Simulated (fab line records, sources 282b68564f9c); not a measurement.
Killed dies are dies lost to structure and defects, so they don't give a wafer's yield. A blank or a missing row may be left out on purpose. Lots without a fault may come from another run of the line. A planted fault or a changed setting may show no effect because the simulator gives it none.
fab line records | flow rit_cmos
record lots=15 wafers=45 last_day=7
route steps=202 shown NWELL@37 PWELL@49 PLDD@123 SILICIDE@162
lots that met no fault: from a run of the same line without faults
start_h: hours from the record's first day to the start of the lot's first wafer shown | wait_h: hours since the lot's step before | " the same as in the row above | L1.1+2: a row that stands for several wafers | - no value, or no start given | * or withheld: withheld | < > ~ a bound
route shown NAME@n: a module of which the file shows steps, and the number in the route of the first | usual: mean/standard deviation of fault-free wafers | same: alike in all rows | chamber/n: place in a boat | sites: the reading at each site | _std_site: their standard deviation | _edge_site: outer sites' mean less inner sites' | radius_mm: how far each site lies from the wafer's centre | mask NAME#n: copy n | behind: the tool/chamber that last shaped the wafer | hold: why the lot was held/for how many hours/how that ended | device: the transistor (n, p or np) that didn't switch | end of line: the same wafers' tests at the end of the route | a step without rows: its recipe alone | killed: dies lost to structure and defects at the first sort, not the wafer's yield | map: a wafer's dies, x killed, . not, _ none there
set.NAME: the setting as run; set.NAME@STEP: as run at that earlier step | model.NAME: the simulator's own value behind a step, which no gauge read
steps of the route over a sample of lots; a table a step, a row a wafer
services: from which hour (start_h, from the record's first day; less than 0 if before it) a tool's chamber was out of use, for how many hours, and why
## steps
# step RIT_NWELL_STRIP_09
# recipe chemistry=O2 time_s=180 resist=NOVOLAK platen_temp_c=withheld power_w=500 pressure_mtorr=4000 o2_flow_sccm=4000
# usual chamber_pressure_mTorr=4000/3.8 drypump_motor_current_A=5.9/0.42
# columns lot.wafer tool chamber start_h wait_h chamber_pressure_mTorr drypump_motor_current_A rf_hours_counter_h
L318.2 plasma_asher-03 0 29.92 0.1 3998 5.7 23
L318.4 " 0 " " 4002 5.7 -
L318.6 " 1 " " 4001 5.7 -
L321.1 plasma_asher-04 1 37.47 0.1 4006 6.2 40
L321.2 " 0 " " 3996 6.6 40
L321.5 " 1 " " 4003 6.1 -
L322.3 plasma_asher-04 1 42.31 0.1 3997 6.1 -
L322.4 " 0 " " 4000 6.6 -
L322.5 " 0 " " 3998 6.5 -
L323.4 plasma_asher-01 0 47.30 0.1 4001 5.4 -
L323.5 " 1 " " 4001 5.5 -
L323.6 " 0 " " 4002 5.4 -
L325.1 plasma_asher-04 0 55.56 0.1 4000 6.6 42
L325.2 " 1 " " 3998 6.2 42
L325.6 " 1 " " 4004 6.1 -
L326.3 plasma_asher-03 0 61.06 0.1 4000 5.7 -
L326.5 " 0 " " 3999 5.7 -
L326.6 " 1 " " 4005 5.6 -
L329.2 plasma_asher-01 1 76.73 0.1 - - -
L329.4 " 0 " " - - -
L329.6 " 1 " " - - -
L330.1 plasma_asher-04 0 80.69 0.1 - - -
L330.4 " 0 " " - - -
L330.6 " 0 " " - - -
L331.2 plasma_asher-03 0 85.58 0.1 - - -
L331.3 " 1 " " - - -
L331.6 " 0 " " - - -
L334.3 plasma_asher-04 1 100.78 0.1 4000 6.1 -
L334.4 " 0 " " 3998 6.6 -
L334.6 " 1 " " 4005 6.1 -
L335.3 plasma_asher-04 1 106.01 0.1 3998 6.1 -
L335.5 " 0 " " 4004 6.5 -
L335.6 " 1 " " 4001 6.1 -
L336.1 plasma_asher-03 0 110.97 0.3 3998 5.7 32
L336.3 " 0 " " 4002 5.7 -
L336.4 " 1 " " 3998 5.6 -
L337.1 plasma_asher-03 1 115.75 0.1 4000 5.6 33
L337.2 " 0 " " 4001 5.7 33
L337.3 " 0 " " 4000 5.7 -
L338.1 plasma_asher-04 1 121.12 0.1 4000 6.1 0
L338.3 " 0 " " 4001 6.5 -
L338.4 " 1 " " 4004 6.1 -
L340.1 plasma_asher-01 0 130.67 0.1 4001 5.4 48
L340.3 " 1 " " 3996 5.5 -
L340.5 " 1 " " 3995 5.5 -
# step RIT_PWELL_TW_MEAS_10
# usual PWELL_TW=944/12
# columns lot.wafer tool chamber start_h wait_h hold PWELL_TW
L318.2 film_metro-02 - 31.66 0.1 - 962
L318.4 " - " " - 964
L318.6 " - " " - 964
L321.1 film_metro-04 - 39.32 0.1 - 926
L321.2 " - " " - 933
L321.5 " - " " - 930
L322.3 film_metro-03 - 44.00 0.1 - 953
L322.4 " - " " - 956
L322.5 " - " " - 955
L323.4 film_metro-04 - 49.00 0.1 - 937
L323.5 " - " " - 943
L323.6 " - " " - 939
L325.1 film_metro-03 - 57.29 0.1 - 962
L325.2 " - " " - 960
L325.6 " - " " - 962
L326.3 film_metro-04 - 62.95 0.1 - 935
L326.5 " - " " - 937
L326.6 " - " " - 939
L329.2 film_metro-04 - 78.59 0.1 await_dispo/0.2h/release 29
L329.4 " - " " await_dispo/0.2h/release 29
L329.6 " - " " await_dispo/0.2h/release 29
L329.2 film_metro-04 - 78.82 0.2 - 29
L329.4 " - " " - 29
L329.6 " - " " - 29
L330.1 film_metro-03 - 82.60 0.1 await_dispo/0.2h/release 30
L330.4 " - " " await_dispo/0.2h/release 30
L330.6 " - " " await_dispo/0.2h/release 30
L330.1 film_metro-03 - 82.82 0.2 - 30
L330.4 " - " " - 30
L330.6 " - " " - 30
L331.2 film_metro-04 - 87.38 0.1 await_dispo/0.2h/release 29
L331.3 " - " " await_dispo/0.2h/release 29
L331.6 " - " " await_dispo/0.2h/release 29
L331.2 film_metro-04 - 87.61 0.2 - 29
L331.3 " - " " - 29
L331.6 " - " " - 29
L334.3 film_metro-03 - 102.46 0.1 - 947
L334.4 " - " " - 947
L334.6 " - " " - 955
L335.3 film_metro-04 - 107.69 0.1 - 942
L335.5 " - " " - 932
L335.6 " - " " - 936
L336.1 film_metro-04 - 112.70 0.1 - 931
L336.3 " - " " - 934
L336.4 " - " " - 935
L337.1 film_metro-04 - 117.67 0.1 - 937
L337.2 " - " " - 934
L337.3 " - " " - 938
L338.1 film_metro-04 - 122.85 0.1 - 939
L338.3 " - " " - 935
L338.4 " - " " - 934
L340.1 film_metro-04 - 132.72 0.1 - 934
L340.3 " - " " - 936
L340.5 " - " " - 938
# step RIT_WELLDRIVE_RS_MEAS_01
# recipe thk_meas_gauge=four-point-probe
# usual NWELL_RS=275.4/0.9
# columns lot.wafer tool chamber start_h wait_h NWELL_RS[ohm/sq]
L318.2 film_metro-04 - 36.81 0.0 275.2
L318.4 " - " " 276.1
L318.6 " - " " 276.5
L321.1 film_metro-04 - 44.46 0.0 276.0
L321.2 " - " " 274.2
L321.5 " - " " 276.1
L322.3 film_metro-02 - 49.40 0.0 275.6
L322.4 " - " " 276.1
L322.5 " - " " 275.4
L323.4 film_metro-02 - 54.75 0.1 276.2
L323.5 " - " " 275.5
L323.6 " - " " 276.1
L325.1 film_metro-04 - 62.43 0.0 275.6
L325.2 " - " " 275.3
L325.6 " - " " 275.3
L326.3 film_metro-03 - 68.12 0.0 275.8
L326.5 " - " " 275.8
L326.6 " - " " 275.7
L334.3 film_metro-03 - 107.73 0.0 275.1
L334.4 " - " " 276.4
L334.6 " - " " 276.3
L335.3 film_metro-03 - 112.86 0.0 275.1
L335.5 " - " " 275.2
L335.6 " - " " 275.4
L336.1 film_metro-04 - 117.90 0.0 275.2
L336.3 " - " " 276.1
L336.4 " - " " 276.3
L337.1 film_metro-02 - 122.98 0.0 273.8
L337.2 " - " " 274.6
L337.3 " - " " 273.9
L338.1 film_metro-03 - 128.07 0.0 275.6
L338.3 " - " " 275.8
L338.4 " - " " 274.5
L340.1 film_metro-04 - 138.23 0.0 276.5
L340.3 " - " " 276.3
L340.5 " - " " 277.7
# step RIT_PLDD_STRIP_09
# recipe chemistry=O2 time_s=180 resist=NOVOLAK platen_temp_c=withheld power_w=500 pressure_mtorr=4000 o2_flow_sccm=4000
# usual chamber_pressure_mTorr=4000/3.7 drypump_motor_current_A=6.2/0.39
# columns lot.wafer tool chamber start_h wait_h chamber_pressure_mTorr drypump_motor_current_A rf_hours_counter_h
L318.2 plasma_asher-01 0 52.54 0.1 4001 5.4 41
L318.4 " 0 " " 4006 5.4 -
L318.6 " 1 " " 4001 5.5 -
L321.1 plasma_asher-02 1 60.27 0.1 4000 6.3 39
L321.2 " 0 " " 4003 6.4 39
L321.5 " 0 " " 3999 6.3 -
L322.3 plasma_asher-04 1 64.83 0.1 3993 6.1 -
L322.4 " 0 " " 3995 6.5 -
L322.5 " 1 " " 4004 6.1 -
L323.4 plasma_asher-02 1 70.43 0.1 3998 6.3 -
L323.5 " 0 " " 3993 6.4 -
L323.6 " 1 " " 4002 6.3 -
L325.1 plasma_asher-04 0 77.89 0.1 3995 6.6 44
L325.2 " 1 " " 3999 6.2 44
L325.6 " 1 " " 4004 6.2 -
L326.3 plasma_asher-01 1 83.75 0.1 4000 5.5 -
L326.5 " 0 " " 4001 5.4 -
L326.6 " 1 " " 3996 5.5 -
L334.3 plasma_asher-04 1 123.54 0.1 3998 6.1 -
L334.4 " 0 " " 3999 6.6 -
L334.6 " 0 " " 4002 6.6 -
L335.3 plasma_asher-04 0 127.50 0.1 4003 6.5 -
L335.5 " 0 " " 4005 6.6 -
L335.6 " 1 " " 3997 6.1 -
L336.1 plasma_asher-02 1 133.43 0.1 4001 6.3 48
L336.3 " 0 " " 3996 6.3 -
L336.4 " 1 " " 3997 6.3 -
L337.1 plasma_asher-04 0 138.47 0.1 3994 6.6 2
L337.2 " 1 " " 4000 6.2 2
L337.3 " 1 " " 4001 6.2 -
L338.1 plasma_asher-04 1 142.86 0.1 3999 6.2 3
L338.3 " 0 " " 4002 6.6 -
L338.4 " 1 " " 3994 6.2 -
L340.1 plasma_asher-04 1 152.80 0.1 4000 6.1 4
L340.3 " 1 " " 3995 6.1 -
L340.5 " 1 " " 3997 6.1 -
# step RIT_SILICIDE_SPUTTER_01
# recipe material=Ti target_thk_nm=30 power_w=350 chamber_pressure_pa=0.667 gas=Ar time_s=240 substrate_temp_c=25
# usual throttle_valve_pct=29.7/0.83
# columns lot.wafer tool chamber start_h wait_h throttle_valve_pct
L318.2 pvd_sputter-03 - 59.09 0.0 29.3
L318.4 " - " " 30.6
L318.6 " - " " 29.9
L321.1 pvd_sputter-03 - 67.07 0.0 29.6
L321.2 " - " " 29.7
L321.5 " - " " 29.1
L322.3 pvd_sputter-03 - 71.50 0.0 30.6
L322.4 " - " " 29.7
L322.5 " - " " 31.0
L323.4 pvd_sputter-01 - 77.01 0.0 29.3
L323.5 " - " " 29.3
L323.6 " - " " 30.8
L325.1 pvd_sputter-01 - 84.63 0.0 28.7
L325.2 " - " " 29.6
L325.6 " - " " 29.3
L326.3 pvd_sputter-02 - 90.33 0.0 31.1
L326.5 " - " " 28.1
L326.6 " - " " 29.8
L334.3 pvd_sputter-02 - 129.99 0.0 28.1
L334.4 " - " " 30.7
L334.6 " - " " 29.8
L335.3 pvd_sputter-03 - 134.09 0.0 29.9
L335.5 " - " " 29.8
L335.6 " - " " 29.2
L336.1 pvd_sputter-02 - 139.98 0.0 31.0
L336.3 " - " " 30.1
L336.4 " - " " 27.9
L337.1 pvd_sputter-03 - 145.23 0.0 29.6
L337.2 " - " " 29.8
L337.3 " - " " 30.3
L338.1 pvd_sputter-02 - 149.69 0.0 30.2
L338.3 " - " " 28.1
L338.4 " - " " 29.8
L340.1 pvd_sputter-02 - 159.64 0.0 29.9
L340.3 " - " " 29.9
L340.5 " - " " 28.0
## services
# columns tool chamber start_h hours kind
plasma_asher-01 - 21.02 1.2 repair
pvd_sputter-01 - 51.87 2.8 repair
pvd_sputter-02 - 52.58 1.0 repair
pvd_sputter-02 - 53.10 25.2 repair
plasma_asher-01 - 106.44 15.6 pm
plasma_asher-04 - 108.75 9.0 pm
plasma_asher-04 0 108.75 9.0 vent_cycle
plasma_asher-04 1 108.75 9.0 vent_cycle
plasma_asher-04 0 117.75 - clean
plasma_asher-04 1 117.75 - clean
plasma_asher-01 - 131.99 10.1 repair
## key
first_sign step=RIT_NWELL_STRIP_09 reading=tool_record direction=missing
effect step=RIT_PWELL_TW_MEAS_10 reading=visit direction=added
effect step=RIT_PWELL_TW_MEAS_10 reading=PWELL_TW direction=down sigmas=77 usual=944 struck=30
met_at RIT_NWELL_STRIP_09
struck_lots L329,L330,L331
scrapped_behind RIT_PWELL_TW_MEAS_10 L329.2,L329.4,L329.6,L330.1,L330.4,L330.6,L331.2,L331.3,L331.6
not_acting_at RIT_WELLDRIVE_RS_MEAS_01,RIT_PLDD_STRIP_09,RIT_SILICIDE_SPUTTER_01
onset_between 61.06 76.73
fault kind=skipped_step_whole tool=plasma_asher-01,plasma_asher-03,plasma_asher-04 chamber=- onset_h=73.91 steps=RIT_NWELL_STRIP_09 scope=struck_lots_only
